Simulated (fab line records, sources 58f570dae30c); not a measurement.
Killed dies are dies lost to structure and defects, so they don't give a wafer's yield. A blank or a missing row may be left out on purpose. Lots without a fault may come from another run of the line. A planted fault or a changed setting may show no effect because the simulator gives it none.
A struck lot beside a sound one | flow berkeley_cmos170 | 22 steps out of a route of 331
Sound: wafers L493.1, L493.3, L493.5. Struck: wafers L497.1, L497.2, L497.4. The cause comes at the end.
At each step with rows: each side's tool, then ch and its chambers, then its first start. Under that, the readings that differ: sound wafers | struck wafers | difference of the means | sigmas: that difference in standard deviations of wafers without a fault.
alike: readings whose means differ by less than 2 such deviations, and words and numbers that are the same on both sides. not compared: withheld readings, readings that some wafer has no value for, bounds like >300 that may hide the same value, and numbers for which the record gives no deviation and whose values overlap.
The two part at a step that has a row with sigmas, a row that says differs or no value, or rows on one side only. Numbers that don't overlap but have no deviation are shown without sigmas and don't part them. A reading that every wafer of one side lacks parts them only if that side has two wafers or more.

UCB170_SILICIDE_RTA_04: time 15 s.
  sound on rtp_anneal-01 ch 0, day 11 15:10; struck on rtp_anneal-02 ch 0, day 13 05:21
  reading            | sound             | struck            | difference | sigmas
  anneal_temp_c_max  | 653.4 653.7 652.0 | 651.4 651.6 651.4 | -1.6       | -2
  lamp_power_pct (%) | 10.1 10.1 10.1    | 12.3 12.4 12.4    | +2.3       | +2
  alike: wafer_temp_C_max
then, 3 steps without rows for these wafers: UCB170_SILICIDE_WET_ETCH_05 (etches Ti in SPM, time 45 s); UCB170_CONTACT_CLEAN_00 (cleans in SPM, time 600 s); UCB170_CONTACT_CVD_01 (deposits PSG from SiH4/O2/PH3, target thk 700 nm, time 2730 s).
UCB170_CONTACT_THK_MEAS_02:
  sound on film_metro-02, day 11 18:44; struck on film_metro-03, day 13 07:25
  alike: CONTACT_PSG_THK
then, 3 steps without rows for these wafers: UCB170_CONTACT_HMDS_03 (prime time 60 s); UCB170_CONTACT_COAT_04 (resist thk 900 nm); UCB170_CONTACT_SOFTBAKE_05 (time 60 s).
UCB170_CONTACT_STRIP_06: strips in O2.
  sound on plasma_asher-03 ch 0,1, day 11 19:15; struck on plasma_asher-04 ch 0,1, day 13 08:25
  alike: drypump_motor_current_A, o2_flow_sccm, oes_product_au, strip_time_to_endpoint_s
  not compared: rf_hours_counter_h
then, 1 step without rows for these wafers: UCB170_CONTACT_CLEAN_07 (cleans in SPM, time 600 s).
UCB170_CONTACT_RTA_08: time 10 s.
  sound on rtp_anneal-02 ch 0, day 11 19:32; struck on rtp_anneal-02 ch 0, day 13 08:52
  alike: anneal_temp_c_max, lamp_power_pct, wafer_temp_C_max
then, 1 step without rows for these wafers: UCB170_CONTACT_COAT_09.
UCB170_CONTACT_COAT_10: resist thk 900 nm.
  sound on litho_track-03 ch 0, day 11 20:00; struck on litho_track-01 ch 0, day 13 09:00
  reading                                  | sound             | struck         | difference | sigmas
  model.KrF_of_CONTACT_COAT_10.thk_nm (nm) | 897.8 896.3 897.6 | 1041 1047 1042 | +146       |
  alike: dispense_pressure_kPa
then, 4 steps without rows for these wafers: UCB170_CONTACT_SOFTBAKE_11 (time 60 s); UCB170_CONTACT_EXPOSE_12 (exposes mask CONT, target cd 700 nm); UCB170_CONTACT_PEB_13; UCB170_CONTACT_DEVELOP_14 (develop time 45 s).
UCB170_CONTACT_CD_MEAS_15: target cd 700 nm.
  sound on cd_sem-01, day 11 21:29; struck on cd_sem-01, day 13 10:15
  reading    | sound             | struck            | difference | sigmas
  cd_nm (nm) | 699.8 700.5 701.4 | 692.9 694.3 693.3 | -7.1       | -4
UCB170_CONTACT_OVL_MEAS_16:
  sound on overlay-02, day 11 21:36; struck on overlay-02, day 13 10:22
  alike: CONTACT_OVL
UCB170_CONTACT_ETCH_17: etches BARC in N2/H2.
  sound on rie_diel-03 ch 1,2, day 11 21:38; struck on rie_diel-03 ch 0,1,2, day 13 10:24
  reading                  | sound             | struck            | difference | sigmas
  model.CONTACT.cd_nm (nm) | 700.3 700.3 701.1 | 692.4 694.4 693.5 | -7.1       |
  alike: drypump_motor_current_A, oes_product_au, throttle_valve_pct
UCB170_CONTACT_ETCH_18: etches PSG in CHF3/CF4/Ar, stops on TiSi2, target depth 840 nm, time 195 s.
  sound on rie_diel-03 ch 1,2; struck on rie_diel-03 ch 0,1,2
  reading                                  | sound             | struck            | difference | sigmas
  model.KrF_of_CONTACT_COAT_10.thk_nm (nm) | 691.9 689 688.6   | 832.3 838.4 845.4 | +148.9     |
  model.CONTACT.cd_nm (nm)                 | 699.9 700.5 701.4 | 693.1 695.1 693.4 | -6.7       |
  alike: cf4_flow_sccm, drypump_motor_current_A, oes_product_au, throttle_valve_pct
  not compared: rf_hours_counter_h
UCB170_CONTACT_STRIP_19: strips in O2.
  sound on plasma_asher-02 ch 0,1, day 11 21:49; struck on plasma_asher-04 ch 0,1, day 13 10:34
  reading             | sound             | struck            | difference | sigmas
  o2_flow_sccm (sccm) | 398.4 398.8 399.4 | 402.2 400.6 401.3 | +2.5       | +2
  alike: drypump_motor_current_A, oes_product_au
  not compared: rf_hours_counter_h

WHERE THEY PART
First at UCB170_SILICIDE_RTA_04; last, within this record, at UCB170_CONTACT_STRIP_19.

WHY: what the simulator had put in
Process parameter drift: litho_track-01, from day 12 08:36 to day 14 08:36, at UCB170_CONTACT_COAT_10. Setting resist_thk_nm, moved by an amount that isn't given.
